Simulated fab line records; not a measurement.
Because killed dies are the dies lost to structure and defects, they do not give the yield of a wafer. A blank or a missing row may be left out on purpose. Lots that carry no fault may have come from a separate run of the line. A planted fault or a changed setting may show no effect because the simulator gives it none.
Split-lot experiment | flow berkeleyCmos170 | 5 lots, 23 wafers read, on a route of 331 steps

ON THE SPLIT
At UCB170_ACTIVE_COAT_08 (resist thk 900 nm), the setting resistThkNm was moved away from the recipe's 900 nm on 8 of the 23 wafers read, by -5.5% to +3.9%. All remaining wafers had this setting at the recipe value.

The reading is taken at the split's own step.

THE READING
KrF_of_ACTIVE_COAT_08.thkNm (the simulator's own value, which no gauge read), in nm, at UCB170_ACTIVE_COAT_08 (resist thk 900 nm). The file does not state a usual value for it. Here, 15 wafers ran the recipe; their average is 900.6 nm with a standard deviation of 3.2 nm.

wafer  | tool, chamber at the split | resistThkNm as run, nm | against the recipe | KrF_of_ACTIVE_COAT_08.thkNm, nm | against lot-mates on the recipe
L076.1 | lithoTrack-01, 0           | 935.4                  | +3.9%              | 929.4                           | +33.0
L076.2 | lithoTrack-01, 0           | 900                    | recipe             | 895.6                           | -
L076.3 | lithoTrack-01, 0           | 900                    | recipe             | 897.6                           | -
L076.4 | lithoTrack-01, 0           | 935.4                  | +3.9%              | 931.7                           | +35.3
L076.5 | lithoTrack-01, 0           | 900                    | recipe             | 896                             | -
L078.1 | lithoTrack-03, 0           | 900                    | recipe             | 902.4                           | -
L078.2 | lithoTrack-03, 0           | 855.1                  | -5.0%              | 859                             | -44.3
L078.4 | lithoTrack-03, 0           | 855.1                  | -5.0%              | 857.3                           | -46.0
L078.5 | lithoTrack-03, 0           | 900                    | recipe             | 903.5                           | -
L078.6 | lithoTrack-03, 0           | 900                    | recipe             | 903.9                           | -
L080.1 | lithoTrack-02, 0           | 900                    | recipe             | 901.2                           | -
L080.2 | lithoTrack-02, 0           | 927.2                  | +3.0%              | 929.3                           | +27.1
L080.4 | lithoTrack-02, 0           | 927.2                  | +3.0%              | 928                             | +25.8
L080.5 | lithoTrack-02, 0           | 900                    | recipe             | 903.9                           | -
L080.6 | lithoTrack-02, 0           | 900                    | recipe             | 901.5                           | -
L083.1 | lithoTrack-02, 0           | 900                    | recipe             | 902.7                           | -
L083.2 | lithoTrack-02, 0           | 850.7                  | -5.5%              | 853.9                           | -50.0
L083.3 | lithoTrack-02, 0           | 900                    | recipe             | 904.3                           | -
L083.5 | lithoTrack-02, 0           | 900                    | recipe             | 904.6                           | -
L083.6 | lithoTrack-02, 0           | 850.7                  | -5.5%              | 853.7                           | -50.2
L082.1 | lithoTrack-03, 0           | 900                    | recipe             | 897.3                           | -
L082.4 | lithoTrack-03, 0           | 900                    | recipe             | 896.6                           | -
L082.6 | lithoTrack-03, 0           | 900                    | recipe             | 897.9                           | -

FIT RESULTS
A straight line over all 23 wafers: KrF_of_ACTIVE_COAT_08.thkNm changes by +8.43 nm for each +1% of resistThkNm; r = +0.99; the points scatter about the line by 3.1 nm.
The same after taking each lot's own level away (the mean of its wafers on the recipe; 23 wafers): +8.96 nm for each +1%; r = +1.00; scatter 0.96 nm.
Per that fit: largest resistThkNm move, reading shift of 49 nm.
Across the lots, their own levels run from 896.40 to 903.87 nm, a range of 2.3 times the standard deviation given above.
So the lot-to-lot level changes the slope little: the two slopes agree.
Check: -49.2 nm against its lot-mates is what the line predicts for one of the wafers moved furthest among these (-5.5%) when that wafer is left out of the fit. It came out at -50 nm against them.

THE OTHER SPLITS THESE WAFERS WENT THROUGH
Other splits were also applied to these wafers ahead of the reading. Each is held against what the fit with the lots' levels taken away leaves over:
other split on the same wafers  | wafers away from the commonest value | r with KrF_of_ACTIVE_COAT_08.thkNm (lot level and that fit taken away)
UCB170_START_OXIDATION_02 tempC | 5                                    | +0.07
UCB170_ZERO_COAT_01 resistThkNm | 5                                    | -0.09

THE WHOLE CHAIN: every reading that the file lists as answering this split, in the file's order
step                   | what it does      | reading                                                                      | change (the file's fit)              | r (the file's)
UCB170_ACTIVE_COAT_08  | resist thk 900 nm | KrF_of_ACTIVE_COAT_08.thkNm (the simulator's own value, which no gauge read) | +8.97 nm for each +1% of the setting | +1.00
UCB170_ACTIVE_STRIP_16 | strips in O2      | stripTimeToEndpointS                                                         | withheld for each +1% of the setting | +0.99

FILE'S OWN FIT
KrF_of_ACTIVE_COAT_08.thkNm changes by +8.97 nm for each +1% of resistThkNm, r = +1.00.
